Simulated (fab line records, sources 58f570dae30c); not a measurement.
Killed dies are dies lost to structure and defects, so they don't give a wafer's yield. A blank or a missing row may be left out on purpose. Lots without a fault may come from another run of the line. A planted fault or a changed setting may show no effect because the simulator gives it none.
Which tool did it? | flow berkeley_cmos170 | 7 lots, 21 wafers sampled, at 3 steps of a route of 331

WHAT THE GAUGES READ, wafer by wafer
UCB170_SPACER_THK_MEAS_01.
lot  | measured     | on            | SPACER_TEOS_THK (nm)
L304 | day 7 15:35  | film_metro-03 | 371 366 371
L307 | day 8 01:34  | film_metro-01 | 368 375 377
L311 | day 9 10:08  | film_metro-04 | 372 376 372
L314 | day 9 20:39  | film_metro-03 | 373 383 380
L316 | day 10 13:06 | film_metro-03 | 373 372 381
L318 | day 10 13:58 | film_metro-01 | 371 370 376
L320 | day 11 03:45 | film_metro-03 | 412 417 416

WHICH TOOL RAN EACH LOT (tool, then ch and the chambers of the sampled wafers, then the start)
lot  | UCB170_NLDD_STRIP_10                 | UCB170_SPACER_CVD_00
L304 | plasma_asher-03 ch 0,1, day 7 15:11  | pecvd-03 ch 0,2, day 7 15:32
L307 | plasma_asher-02 ch 0,1, day 8 00:55  | pecvd-04 ch 0,1, day 8 01:31
L311 | plasma_asher-03 ch 0,1, day 9 09:46  | pecvd-04 ch 0,1,2, day 9 10:04
L314 | plasma_asher-04 ch 0,1, day 9 19:45  | pecvd-03 ch 0,1,2, day 9 20:37
L316 | plasma_asher-03 ch 0,1, day 10 12:43 | pecvd-03 ch 0,1,2, day 10 13:04
L318 | plasma_asher-04 ch 0,1, day 10 13:34 | pecvd-04 ch 0,1, day 10 13:55
L320 | plasma_asher-02 ch 1, day 11 03:20   | pecvd-03 ch 0,2, day 11 03:40
- UCB170_NLDD_STRIP_10: strips in O2.
- UCB170_SPACER_CVD_00: deposits SiO2 from TEOS/O2, target thk 376 nm, time 47 s.

THE ANSWER, worked out from the rows above alone
Rule: what is usual is taken from the lots themselves. Put in order of their means at a reading, lots are off if they are a third of the lots or fewer, leave a main group of 4 or more, and stand apart from it by a gap of 3 or more times the standard deviation of the main group's means; of several such gaps the widest counts. A main group whose means are all the same, to the digits that the tables above print for the reading, isn't used. A lot without any number at a reading at which 4 lots or more have one is off too. The other lots that the step has rows for count as sound.
Off: L320, at UCB170_SPACER_THK_MEAS_01 (SPACER_TEOS_THK). The main group: mean 374 nm, standard deviation 2.8.
A tool fits if, at a process step before that reading, it ran every lot that is off, and no sound lot after the first of them. The gauges at UCB170_SPACER_THK_MEAS_01 are tried like those tools. Can't be told from this: 3 tools fit, plasma_asher-02 at UCB170_NLDD_STRIP_10, pecvd-03 at UCB170_SPACER_CVD_00, film_metro-03 at UCB170_SPACER_THK_MEAS_01.

WHAT THE SIMULATOR HAD PUT IN
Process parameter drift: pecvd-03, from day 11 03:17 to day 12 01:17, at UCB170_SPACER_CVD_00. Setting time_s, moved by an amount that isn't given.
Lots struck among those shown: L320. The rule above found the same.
